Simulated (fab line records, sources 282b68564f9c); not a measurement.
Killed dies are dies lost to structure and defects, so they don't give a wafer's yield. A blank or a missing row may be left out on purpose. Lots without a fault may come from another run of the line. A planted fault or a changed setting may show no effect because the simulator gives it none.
Which tool did it? | flow rit_cmos | 14 lots, 42 wafers sampled, at 3 steps of a route of 202

WHAT THE GAUGES READ, wafer by wafer
RIT_SILICIDE_RS_MEAS_02: measures by four-point-probe.
lot  | measured    | on            | SILICIDE_TI_RS (ohm/sq)
L952 | day 3 15:04 | film_metro-02 | 46.6 46.3 47.0
L953 | day 3 21:17 | film_metro-02 | 47.5 47.2 46.8
L956 | day 4 06:40 | film_metro-03 | 48.1 48.4 48.5
L957 | day 4 11:52 | film_metro-02 | 47.0 46.7 47.4
L958 | day 4 14:14 | film_metro-01 | 49.0 48.7 47.9
L959 | day 4 19:57 | film_metro-02 | 47.0 47.1 46.5
L962 | day 5 08:59 | film_metro-02 | 47.8 47.6 47.8
L961 | day 5 11:12 | film_metro-03 | 47.7 48.1 49.3
L963 | day 5 14:44 | film_metro-03 | 47.4 47.7 47.7
L964 | day 5 19:54 | film_metro-02 | 47.5 47.9 48.0
L970 | day 7 02:27 | film_metro-02 | 47.0 46.8 46.9
L971 | day 7 06:55 | film_metro-02 | 20.2 20.7 20.3
L973 | day 7 16:44 | film_metro-03 | 20.6 20.4 20.7
L975 | day 8 02:40 | film_metro-02 | 46.7 47.2 47.1

RIT_SILICIDE_THK_MEAS_03: measures by xrf.
lot  | measured    | on            | SILICIDE_TI_THK (nm)
L952 | day 3 15:11 | film_metro-02 | 30.7 30.9 30.5
L953 | day 3 21:24 | film_metro-02 | 30.2 30.5 30.7
L956 | day 4 06:46 | film_metro-03 | 30.1 29.9 29.9
L957 | day 4 11:58 | film_metro-02 | 30.6 30.8 30.4
L958 | day 4 14:22 | film_metro-01 | 29.7 29.9 30.1
L959 | day 4 20:03 | film_metro-02 | 30.6 30.6 30.8
L962 | day 5 09:05 | film_metro-02 | 30.2 30.5 30.4
L961 | day 5 11:19 | film_metro-03 | 30.1 30.1 29.5
L963 | day 5 14:51 | film_metro-03 | 30.3 30.2 30.1
L964 | day 5 20:01 | film_metro-02 | 30.4 30.1 30.2
L970 | day 7 02:34 | film_metro-02 | 30.5 30.9 30.8
L971 | day 7 07:02 | film_metro-02 | 61.1 59.9 60.7
L973 | day 7 16:50 | film_metro-03 | 59.8 60.6 59.8
L975 | day 8 02:47 | film_metro-02 | 30.8 30.7 30.5

WHICH TOOL RAN EACH LOT (tool, then ch and the chambers of the sampled wafers, then the start)
lot  | RIT_SILICIDE_SPUTTER_01
L952 | pvd_sputter-02, day 3 14:55
L953 | pvd_sputter-04, day 3 21:08
L956 | pvd_sputter-03, day 4 06:29
L957 | pvd_sputter-04, day 4 11:41
L958 | pvd_sputter-03, day 4 14:05
L959 | pvd_sputter-04, day 4 19:46
L962 | pvd_sputter-04, day 5 08:49
L961 | pvd_sputter-03, day 5 11:03
L963 | pvd_sputter-04, day 5 14:35
L964 | pvd_sputter-02, day 5 19:43
L970 | pvd_sputter-03, day 7 02:18
L971 | pvd_sputter-02, day 7 06:22
L973 | pvd_sputter-02, day 7 16:11
L975 | pvd_sputter-02, day 8 02:29
- RIT_SILICIDE_SPUTTER_01: material Ti, target thk 30 nm, time 240 s.

WHAT THE TOOLS THEMSELVES READ (means of the sampled wafers that have a number; where no wafer has one, the mark that the record gives instead)
RIT_SILICIDE_SPUTTER_01.
lot  | tool           | throttle_valve_pct (%)
L952 | pvd_sputter-02 | 30.1
L953 | pvd_sputter-04 | 29.4
L956 | pvd_sputter-03 | 29.2
L957 | pvd_sputter-04 | 29.6
L958 | pvd_sputter-03 | 29.4
L959 | pvd_sputter-04 | 30.1
L962 | pvd_sputter-04 | 29.5
L961 | pvd_sputter-03 | 29.9
L963 | pvd_sputter-04 | 29.8
L964 | pvd_sputter-02 | 30.3
L970 | pvd_sputter-03 | 29.1
L971 | pvd_sputter-02 | 30.0
L973 | pvd_sputter-02 | 30.7
L975 | pvd_sputter-02 | 29.7

THE ANSWER, worked out from the rows above alone
Rule: what is usual is taken from the lots themselves. Put in order of their means at a reading, lots are off if they are a third of the lots or fewer, leave a main group of 4 or more, and stand apart from it by a gap of 3 or more times the standard deviation of the main group's means; of several such gaps the widest counts. A main group whose means are all the same, to the digits that the tables above print for the reading, isn't used. A lot without any number at a reading at which 4 lots or more have one is off too. The other lots that the step has rows for count as sound. The gauges are gone through in route order, then the tools' own readings, and for those a lot's mean is taken as printed above. The first step at which some lot is off is used, and at that step the reading that is off furthest; a lot without a number counts as furthest.
Off: L971, L973, at RIT_SILICIDE_RS_MEAS_02 (SILICIDE_TI_RS). The main group: mean 47.5 ohm/sq, standard deviation 0.63.
A tool fits if, at a process step before that reading, it ran every lot that is off, and no sound lot after the first of them. The gauges at RIT_SILICIDE_RS_MEAS_02 are tried like those tools. None of those tried fits.

WHAT THE SIMULATOR HAD PUT IN
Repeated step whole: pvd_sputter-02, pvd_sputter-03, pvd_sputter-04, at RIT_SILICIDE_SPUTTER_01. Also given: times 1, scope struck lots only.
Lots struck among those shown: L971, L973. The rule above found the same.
